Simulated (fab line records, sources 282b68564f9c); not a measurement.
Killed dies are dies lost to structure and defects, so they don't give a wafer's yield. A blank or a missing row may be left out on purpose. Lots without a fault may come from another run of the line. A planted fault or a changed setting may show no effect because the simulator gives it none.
A struck lot beside a sound one | flow rit_cmos | 35 steps out of a route of 202
Sound: wafers L489.3, L489.4, L489.6. Struck: wafers L508.2, L508.4, L508.6. The cause comes at the end.
At each step with rows: each side's tool, then ch and its chambers, then its first start. Under that, the readings that differ: sound wafers | struck wafers | difference of the means | sigmas: that difference in standard deviations of wafers without a fault.
alike: readings whose means differ by less than 2 such deviations, and words and numbers that are the same on both sides. not compared: withheld readings, readings that some wafer has no value for, bounds like >300 that may hide the same value, and numbers for which the record gives no deviation and whose values overlap.
The two part at a step that has a row with sigmas, a row that says differs or no value, or rows on one side only. Numbers that don't overlap but have no deviation are shown without sigmas and don't part them. A reading that every wafer of one side lacks parts them only if that side has two wafers or more.

first, 3 steps without rows for these wafers: RIT_PWELL_EXPOSE_03 (exposes mask M3, target cd 43700 nm); RIT_PWELL_PEB_04; RIT_PWELL_DEVELOP_05 (develop time 68 s).
RIT_PWELL_OVL_MEAS_06:
  sound on overlay-02, day 2 06:28; struck on overlay-01, day 6 07:30
  alike: PWELL_OVL
then, 2 steps without rows for these wafers: RIT_PWELL_HARDBAKE_07 (time 120 s); RIT_PWELL_IMPLANT_08.
RIT_PWELL_STRIP_09: strips in O2, time 180 s.
  sound on plasma_asher-02 ch 0,1, day 2 06:57; struck on plasma_asher-04 ch 0,1, day 6 07:59
  alike: chamber_pressure_mTorr, drypump_motor_current_A
  not compared: rf_hours_counter_h
RIT_PWELL_TW_MEAS_10:
  sound on film_metro-04, day 2 07:05; struck on film_metro-01, day 6 08:10
  alike: PWELL_TW
then, 1 step without rows for these wafers: RIT_WELLDRIVE_ANNEAL_00 (time 14700 s).
RIT_WELLDRIVE_RS_MEAS_01: measures by four-point-probe.
  sound on film_metro-01, day 2 13:11; struck on film_metro-03, day 6 13:40
  alike: NWELL_RS
RIT_WELLDRIVE_RS_MEAS_02: measures by four-point-probe.
  sound on film_metro-01, day 2 13:18; struck on film_metro-03, day 6 13:47
  reading           | sound             | struck            | difference | sigmas
  PWELL_RS (ohm/sq) | 429.5 430.6 430.1 | 427.6 428.5 426.9 | -2.4       | -2
then, 1 step without rows for these wafers: RIT_NRETRO_HMDS_00 (prime time 60 s).
RIT_NRETRO_COAT_01: resist thk 1300 nm.
  sound on litho_track-03 ch 0, day 2 13:35; struck on litho_track-02, day 6 14:07
  no value came back on the struck wafers for chill_plate_temp_C (C), dispense_pressure_kPa (kPa); on the sound wafers chill_plate_temp_C (C) reads 23.09 22.96 23.01
then, 4 steps without rows for these wafers: RIT_NRETRO_SOFTBAKE_02 (time 60 s); RIT_NRETRO_EXPOSE_03 (exposes mask M4, target cd 43900 nm); RIT_NRETRO_PEB_04; RIT_NRETRO_DEVELOP_05 (develop time 68 s).
RIT_NRETRO_OVL_MEAS_06:
  sound on overlay-02, day 2 14:23; struck on overlay-01, day 6 15:01
  reading         | sound          | struck | difference                    | sigmas
  NRETRO_OVL (nm) | -2.3 -1.8 -1.8 | - - -  | no value on the struck wafers |
then, 2 steps without rows for these wafers: RIT_NRETRO_HARDBAKE_07 (time 120 s); RIT_NRETRO_IMPLANT_08.
RIT_NRETRO_STRIP_09: strips in O2, time 180 s.
  sound on plasma_asher-01 ch 0,1, day 2 14:53; struck on plasma_asher-03 ch 0,1, day 6 15:26
  alike: chamber_pressure_mTorr, drypump_motor_current_A
  not compared: rf_hours_counter_h
RIT_NRETRO_TW_MEAS_10:
  sound on film_metro-03, day 2 15:01; struck on film_metro-04, day 6 15:38
  alike: NRETRO_TW
then, 6 steps without rows for these wafers: RIT_PRETRO_HMDS_00 (prime time 60 s); RIT_PRETRO_COAT_01 (resist thk 1300 nm); RIT_PRETRO_SOFTBAKE_02 (time 60 s); RIT_PRETRO_EXPOSE_03 (exposes mask M5, target cd 43700 nm); RIT_PRETRO_PEB_04; RIT_PRETRO_DEVELOP_05 (develop time 68 s).
RIT_PRETRO_OVL_MEAS_06:
  sound on overlay-01, day 2 16:08; struck on overlay-02, day 6 16:34
  reading         | sound       | struck         | difference | sigmas
  PRETRO_OVL (nm) | 4.7 4.2 2.1 | -0.4 -1.6 -0.2 | -4.4       | -3
then, 2 steps without rows for these wafers: RIT_PRETRO_HARDBAKE_07 (time 120 s); RIT_PRETRO_IMPLANT_08.
RIT_PRETRO_STRIP_09: strips in O2, time 180 s.
  sound on plasma_asher-02 ch 0,1, day 2 16:37; struck on plasma_asher-03 ch 0,1, day 6 16:59
  alike: chamber_pressure_mTorr, drypump_motor_current_A
  not compared: rf_hours_counter_h
RIT_PRETRO_TW_MEAS_10:
  sound on film_metro-02, day 2 16:46; struck on film_metro-03, day 6 17:11
  reading   | sound             | struck               | difference | sigmas
  PRETRO_TW | 471.8 474.6 472.2 | 1069.7 1074.7 1073.9 | +599.9     | +99 or more
then, 1 step without rows for these wafers: RIT_GATE_WET_ETCH_00 (etches SiO2 in BOE, target depth 56 nm, time 60 s).
RIT_M1_PROBE_99:
  sound on prober-02, day 3 18:41; struck on prober-02, day 7 22:11
  reading             | sound | struck      | difference | sigmas
  killed_at_front_end | 6 5 7 | 264 264 264 | +258       | +96
  killed_dies         | 6 5 7 | 264 264 264 | +258       | +96
  killed_on_rim       | 1 1 1 | 70 70 70    | +69        | +58
  alike: killed_at_contacts, killed_open, killed_short

WHERE THEY PART
First at RIT_WELLDRIVE_RS_MEAS_02; last, within this record, at RIT_M1_PROBE_99.

WHY: what the simulator had put in
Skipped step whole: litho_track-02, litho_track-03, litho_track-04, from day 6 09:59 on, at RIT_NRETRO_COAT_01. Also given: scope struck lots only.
